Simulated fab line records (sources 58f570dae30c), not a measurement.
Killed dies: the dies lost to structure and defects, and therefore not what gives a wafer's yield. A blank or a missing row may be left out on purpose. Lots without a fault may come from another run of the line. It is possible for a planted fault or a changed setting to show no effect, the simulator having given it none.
Which tool is to blame? | flow berkeley-cmos170 | Sampling: 13 lots, 39 wafers, 5 of 331 route steps

## WHAT THE GAUGES READ, wafer by wafer
UCB170_NWELL_OVL_MEAS_12.
lot  | measured    | on         | NWELL_OVL (nm)
L197 | day 2 17:49 | overlay-02 | 4 2 -8
L198 | day 2 17:51 | overlay-01 | 5 7 6
L200 | day 3 05:29 | overlay-02 | -6 -15 -8
L203 | day 3 09:31 | overlay-02 | -7 -1 0
L204 | day 3 18:12 | overlay-02 | -4 -5 3
L206 | day 3 21:59 | overlay-02 | -4 -8 -2
L214 | day 5 18:07 | overlay-01 | 3 -7 -2
L213 | day 5 18:22 | overlay-02 | 3 -5 6
L215 | day 6 05:59 | overlay-01 | 4 -3 7
L216 | day 6 09:25 | overlay-02 | -2 1 -1
L217 | day 6 09:43 | overlay-02 | -1 -11 -9
L218 | day 6 16:10 | overlay-02 | -3 1 -2
L220 | day 6 23:32 | overlay-01 | 2 4 4

UCB170_ACTIVE_THK_MEAS_03.
lot  | measured    | on            | ACTIVE_OXIDE_THK (nm)
L197 | day 4 06:04 | film-metro-01 | 26.0 25.7 25.9
L198 | day 4 06:03 | film-metro-04 | 26.1 26.1 25.7
L200 | day 5 04:42 | film-metro-02 | 26.1 26.2 26.2
L203 | day 5 04:38 | film-metro-02 | 26.3 26.2 26.4
L204 | day 5 11:59 | film-metro-04 | 26.8 26.4 26.5
L206 | day 5 11:59 | film-metro-02 | 26.1 26.1 26.4
L214 | day 7 07:17 | film-metro-01 | 26.8 26.5 26.5
L213 | day 7 07:16 | film-metro-02 | 26.7 26.2 26.4
L215 | day 7 14:49 | film-metro-01 | 26.5 26.4 26.6
L216 | day 7 23:31 | film-metro-02 | 26.8 26.9 26.9
L217 | day 7 23:28 | film-metro-01 | 26.4 26.6 26.1
L218 | day 7 23:31 | film-metro-01 | 26.1 25.6 25.8
L220 | day 8 06:52 | film-metro-04 | 26.8 27.0 27.1

UCB170_GATE_CD_MEAS_12 targets a cd of 350 nm.
lot  | measured     | on        | cd-nm (nm)
L197 | day 6 13:54  | cd-sem-02 | 352.6 352.0 351.7
L198 | day 6 14:22  | cd-sem-01 | 350.5 350.6 350.8
L200 | day 7 09:21  | cd-sem-01 | 350.3 351.8 350.6
L203 | day 7 09:01  | cd-sem-01 | 350.1 349.8 351.2
L204 | day 7 17:08  | cd-sem-01 | 350.1 350.7 350.3
L206 | day 7 16:51  | cd-sem-01 | 376.3 377.2 375.2
L214 | day 9 07:53  | cd-sem-01 | 351.9 350.4 350.9
L213 | day 9 07:34  | cd-sem-02 | 351.5 349.6 352.3
L215 | day 9 23:13  | cd-sem-02 | 349.7 350.0 348.8
L216 | day 10 10:03 | cd-sem-01 | 349.1 349.4 351.0
L217 | day 10 09:58 | cd-sem-02 | 351.7 350.9 350.8
L218 | day 10 10:20 | cd-sem-02 | 349.8 348.9 348.4
L220 | day 10 19:00 | cd-sem-01 | 348.2 349.6 349.8

UCB170_SILICIDE_THK_MEAS_03: measures by xrf.
lot  | measured     | on            | SILICIDE_TI_THK (nm)
L197 | day 7 09:39  | film-metro-04 | 30.8 30.3 30.3
L198 | day 7 09:53  | film-metro-02 | 30.8 31.3 31.1
L200 | day 7 23:58  | film-metro-04 | 30.2 30.4 30.0
L203 | day 7 22:49  | film-metro-03 | 30.6 30.4 30.1
L204 | day 8 06:57  | film-metro-03 | 30.1 29.7 30.3
L206 | day 8 06:29  | film-metro-02 | 30.3 30.4 30.3
L214 | day 9 23:42  | film-metro-03 | 29.7 29.7 29.8
L213 | day 9 23:18  | film-metro-03 | 30.0 30.4 29.9
L215 | day 10 15:05 | film-metro-02 | 30.1 30.1 30.2
L216 | day 11 00:32 | film-metro-02 | 30.0 30.2 29.9
L217 | day 11 01:27 | film-metro-02 | 30.6 30.4 30.6
L218 | day 11 00:59 | film-metro-03 | 30.0 30.2 30.0
L220 | day 11 09:50 | film-metro-03 | 30.3 30.1 30.4

## WHAT TOOL EACH LOT RAN ON (gives the tool, then ch and the chambers of the sampled wafers, and finally the start)
lot  | UCB170_GATE_EXPOSE_09
L197 | krf-scanner-02 ch 0, day 6 13:31
L198 | krf-scanner-02 ch 0, day 6 13:58
L200 | krf-scanner-02 ch 0, day 7 08:17
L203 | krf-scanner-01 ch 0, day 7 07:56
L204 | krf-scanner-02 ch 0, day 7 16:18
L206 | krf-scanner-02 ch 0, day 7 15:58
L214 | krf-scanner-01 ch 0, day 9 07:29
L213 | krf-scanner-02 ch 0, day 9 07:11
L215 | krf-scanner-02 ch 0, day 9 22:49
L216 | krf-scanner-01 ch 0, day 10 09:27
L217 | krf-scanner-02 ch 0, day 10 09:14
L218 | krf-scanner-02 ch 0, day 10 09:43
L220 | krf-scanner-01 ch 0, day 10 18:30
- UCB170_GATE_EXPOSE_09: exposes mask POLY, target cd 350 nm.

## WHAT THE TOOLS THEMSELVES READ (means of the sampled wafers that have a number; where no wafer has one, the mark that the record gives instead)
UCB170_GATE_EXPOSE_09.
lot  | tool           | stage-vel-mm-s (mm/s)
L197 | krf-scanner-02 | 500.04
L198 | krf-scanner-02 | 500.06
L200 | krf-scanner-02 | 499.86
L203 | krf-scanner-01 | 499.60
L204 | krf-scanner-02 | 499.72
L206 | krf-scanner-02 | 499.91
L214 | krf-scanner-01 | 500.40
L213 | krf-scanner-02 | 499.73
L215 | krf-scanner-02 | 499.64
L216 | krf-scanner-01 | 500.08
L217 | krf-scanner-02 | 500.01
L218 | krf-scanner-02 | 499.95
L220 | krf-scanner-01 | 500.12

## THE ANSWER, worked out from the rows above alone
Rule: what is usual is taken from the lots themselves. The widest of any qualifying gaps counts: lots, ordered by their means at a reading, are off when they make up no more than a third of the lots, leave a main group of 4 or more, and stand apart from it by 3 or more times the standard deviation of that group's means. Not used: any main group whose means are identical at the precision the tables above print for the reading. A lot without any number at a reading at which 4 lots or more have one is off too. Where the step has rows for the other lots, those lots are counted as sound. The gauges are gone through in route order, then the tools' own readings, and for those a lot's mean is taken as printed above. At the first step where some lot is off, the reading lying furthest off is the one used; lots without a number count as furthest.
Off at UCB170_GATE_CD_MEAS_12 (cd-nm): L206. For the main group the mean is 350.4 nm and the standard deviation 0.87.
If a tool, at a process step before that reading, ran all the lots that are off and no sound lot after the first of them, it fits. The gauges at UCB170_GATE_CD_MEAS_12 are tried like those tools. None of those tried fits.

## WHAT WAS PUT IN BY THE SIMULATOR
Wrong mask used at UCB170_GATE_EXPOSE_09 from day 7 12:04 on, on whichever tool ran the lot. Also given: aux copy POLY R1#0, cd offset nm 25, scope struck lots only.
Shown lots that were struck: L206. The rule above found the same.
